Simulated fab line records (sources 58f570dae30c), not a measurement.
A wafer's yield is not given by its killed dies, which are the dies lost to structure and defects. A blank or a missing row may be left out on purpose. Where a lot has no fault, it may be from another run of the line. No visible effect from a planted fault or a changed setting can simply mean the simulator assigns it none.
Chamber matching ; flow berkeley_cmos170 ; UCB170_GATE_ETCH_15 on rie_si-02 has 4 sister chambers
The step etches poly-Si in HBr/Cl2, stops on SiO2, time 56.3 s, target depth 278.2 nm. 7 wafers are shown with their chamber, then 6 later ones without.

WAFERS PAIRED WITH THEIR CHAMBERS
wafer;chamber;drypump_motor_current_A (A);throttle_valve_pct (%)
L114.4;0;6.4;26.19
L114.5;2;5.9;26.50
L116.1;1;4.7;26.58
L116.3;2;5.9;26.51
L116.4;3;5.0;26.15
L119.5;3;5.0;26.15
L119.6;0;6.5;26.20

WAFERS MISSING THEIR CHAMBER
wafer;drypump_motor_current_A (A);throttle_valve_pct (%)
L128.2;6.5;26.17
L128.4;5.8;26.50
L128.6;4.7;26.59
L130.1;5.0;26.14
L130.2;6.5;26.19
L130.5;5.0;26.15

CHAMBER TAKEN BY EACH
wafer;from the rows above;in truth
L128.2;0;0
L128.4;2;2
L128.6;1;1
L130.1;3;3
L130.2;0;0
L130.5;3;3
Correct placement for 6 of the 6. Can't be placed from these rows: 0. Placed wrongly: 0.
How it was worked out, from the rows above alone: a wafer's distance from a chamber is the root of the sum, over the readings, of the square of ((its reading less the chamber's mean) divided by the reading's scatter). The wafer belongs to the nearest chamber; if the next one is less than 2 further off, it can't be placed. For every chamber, the mean is computed from those of its wafers that are shown. The scatter is the square root of a quotient: the sum, over the shown wafers, of each reading's squared deviation from its chamber's mean, divided by wafers minus chambers.
